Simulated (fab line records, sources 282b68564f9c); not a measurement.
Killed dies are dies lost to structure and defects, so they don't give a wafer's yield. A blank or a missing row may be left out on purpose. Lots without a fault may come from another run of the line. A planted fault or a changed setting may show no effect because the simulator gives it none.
Which tool did it? | flow rit_cmos | 7 lots, 21 wafers sampled, at 1 step of a route of 202

WHAT THE GAUGES READ, wafer by wafer
RIT_PRETRO_TW_MEAS_10.
lot  | measured    | on            | PRETRO_TW
L180 | day 2 12:37 | film_metro-02 | 478 479 477
L182 | day 2 22:06 | film_metro-04 | 475 471 473
L184 | day 3 08:42 | film_metro-02 | 475 476 475
L187 | day 4 00:39 | film_metro-01 | 464 463 465
L192 | day 5 01:05 | film_metro-04 | 472 473 473
L195 | day 5 15:47 | film_metro-02 | 480 476 479
L197 | day 6 02:33 | film_metro-01 | 467 467 465

WHICH TOOL RAN EACH LOT (tool, then ch and the chambers of the sampled wafers, then the start)
The record holds no process step before these readings.

THE ANSWER, worked out from the rows above alone
Rule: what is usual is taken from the lots themselves. Put in order of their means at a reading, lots are off if they are a third of the lots or fewer, leave a main group of 4 or more, and stand apart from it by a gap of 3 or more times the standard deviation of the main group's means; of several such gaps the widest counts. A main group whose means are all the same, to the digits that the tables above print for the reading, isn't used. A lot without any number at a reading at which 4 lots or more have one is off too. The other lots that the step has rows for count as sound.
No lot is off at any reading shown: from this, nothing can be told.

WHAT THE SIMULATOR HAD PUT IN
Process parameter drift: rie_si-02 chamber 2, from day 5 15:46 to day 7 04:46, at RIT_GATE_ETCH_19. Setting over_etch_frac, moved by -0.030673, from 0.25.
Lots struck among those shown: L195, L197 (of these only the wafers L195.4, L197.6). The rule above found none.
